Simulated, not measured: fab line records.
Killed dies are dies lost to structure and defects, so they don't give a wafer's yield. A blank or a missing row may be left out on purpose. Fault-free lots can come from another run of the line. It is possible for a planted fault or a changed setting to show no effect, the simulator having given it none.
Problem report, 8D (eight disciplines) form, completed by code + flow berkeleyCmos170 + the parts of the form that need people (team, actions taken, sign-off) are left out

== 1. WHAT IS WRONG ==
Wafers free of any fault read 37.24 ohm/sq (standard deviation 0.1) for NSD_RS at UCB170_SDANNEAL_RS_MEAS_03, against a mean of 38.16 ohm/sq on 9 wafers of 3 lots. Relative to the usual mean, that is a shift of +9.2 standard deviations.
The step: measures by four-point-probe.
The first sign was on wafer L775.1 at day 11 02:04, on filmMetro-04. The record holds 45 wafers of 15 lots with a number at this step. Rule for "out" (also "out of limits"): further than 4 standard deviations from the usual mean. All remaining wafers that have a number are taken as sound.

== 2. WHAT IT IS; WHAT IT IS NOT ==
| question                    | is                                       | is not                                                                                       |
|-----------------------------|------------------------------------------|----------------------------------------------------------------------------------------------|
| which readings at this step | NSD_RS                                   | -                                                                                            |
| which lots                  | L775, L777, L780                         | L763, L764, L765, L768, L769, L770, L774, L781, L782, L783, L784, L785                       |
| which wafers of those lots  | all that have a number                   | -                                                                                            |
| read on which gauges        | filmMetro-02, filmMetro-03, filmMetro-04 | -                                                                                            |
| when                        | from day 11 02:04                        | up to then (21 sound wafers); but 15 sound wafers of L781, L782, L783, L784, L785 came after |

== 3. THE SUSPECTS, EACH WITH WHAT RULES IT OUT ==
Counting: any tool at a process step up to the reading is kept as a suspect provided that every lot that is out went through it and no sound lot did after the first of them.
- ruled out: the gauge at UCB170_SDANNEAL_RS_MEAS_03. Those wafers that are out were read across 3 gauges (filmMetro-02, filmMetro-03, filmMetro-04).
- implanter-02 at UCB170_NSD_IMPLANT_08: kept. Every lot that is out went through it, starting with L775 (day 11 00:02), and after that it ran no sound lot; the last sound lot it ran before then is L774 (day 10 18:58). Its own doseIonsCm2 readings are out on those wafers.
- plasmaAsher-02 at UCB170_NSD_STRIP_09 (strips in O2): ruled out as a lasting fault. Sound lots L784, L785 ran on it after its first lot that is out, L775 (day 11 00:11).
Remaining after the count: implanter-02 at UCB170_NSD_IMPLANT_08.

== 4. THE CAUSE (what the simulator had put in) ==
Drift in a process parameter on implanter-02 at UCB170_NSD_IMPLANT_08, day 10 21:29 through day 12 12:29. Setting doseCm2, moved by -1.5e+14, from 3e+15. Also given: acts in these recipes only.
The count eliminated every tool but this one.

== 5. THE CHAIN OF EFFECTS, in route order ==
Rows list readings where the struck wafers' mean (over those with a number) sits beyond 3 standard deviations from the usual. Only readings for which the record gives a usual standard deviation are gone through. hours: the time from each lot's start at the first step in this table that gives one to its start at this step, as a median over the lots. sigmas: the change in usual standard deviations.
| hours | step                       | reading              | usual        | on struck wafers | change | sigmas |
|-------|----------------------------|----------------------|--------------|------------------|--------|--------|
| 0     | UCB170_NSD_IMPLANT_08      | doseIonsCm2          | 3e+15        | 3e+15            | -2e+14 | -45    |
| 0     | UCB170_NSD_STRIP_09        | stripTimeToEndpointS | 35.86 s      | 35.42            | -0.44  | -6.1   |
| 2     | UCB170_SDANNEAL_RS_MEAS_03 | NSD_RS               | 37.24 ohm/sq | 38.16            | +0.92  | +9.2   |
The process steps in it:
- UCB170_NSD_IMPLANT_08
- UCB170_NSD_STRIP_09: strips in O2.

== 6. WHAT WOULD HAVE CAUGHT IT SOONER ==
Counted from the fault's start at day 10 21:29, it took 5 hours until the first out-of-limits reading at a measuring or inspecting step in this record, taken at day 11 02:04.
Tool's own readings at UCB170_NSD_IMPLANT_08, doseIonsCm2: out on all struck wafers the step has rows for; an alarm limit on them would have tripped on the first.
Among the 3 lots that are out, L777, L780 began UCB170_NSD_IMPLANT_08 on implanter-02 after day 11 02:04. A hold on the tool at that time would have spared those 2.
